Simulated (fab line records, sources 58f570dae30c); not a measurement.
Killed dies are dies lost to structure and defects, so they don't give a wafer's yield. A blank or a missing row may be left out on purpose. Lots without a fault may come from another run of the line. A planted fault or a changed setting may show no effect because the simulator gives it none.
Which tool did it? | flow berkeley_cmos170 | 7 lots, 21 wafers sampled, at 1 step of a route of 331

WHAT THE GAUGES READ, wafer by wafer
UCB170_V1_CD_MEAS_12: target cd 700 nm.
lot  | measured     | on        | cd_nm (nm)
L855 | day 9 14:41  | cd_sem-02 | 701.3 700.4 700.3
L853 | day 9 16:17  | cd_sem-02 | 699.1 699.7 699.6
L858 | day 10 14:51 | cd_sem-01 | 700.1 698.9 698.2
L861 | day 10 17:04 | cd_sem-01 | 699.3 698.3 697.8
L864 | day 11 11:29 | cd_sem-02 | 697.7 698.3 698.7
L866 | day 13 12:21 | cd_sem-01 | 700.5 700.1 699.8
L871 | day 14 03:36 | cd_sem-02 | 698.6 699.6 698.4

WHICH TOOL RAN EACH LOT (tool, then ch and the chambers of the sampled wafers, then the start)
The record holds no process step before these readings.

THE ANSWER, worked out from the rows above alone
Rule: what is usual is taken from the lots themselves. Put in order of their means at a reading, lots are off if they are a third of the lots or fewer, leave a main group of 4 or more, and stand apart from it by a gap of 3 or more times the standard deviation of the main group's means; of several such gaps the widest counts. A main group whose means are all the same, to the digits that the tables above print for the reading, isn't used. A lot without any number at a reading at which 4 lots or more have one is off too. The other lots that the step has rows for count as sound.
No lot is off at any reading shown: from this, nothing can be told.

WHAT THE SIMULATOR HAD PUT IN
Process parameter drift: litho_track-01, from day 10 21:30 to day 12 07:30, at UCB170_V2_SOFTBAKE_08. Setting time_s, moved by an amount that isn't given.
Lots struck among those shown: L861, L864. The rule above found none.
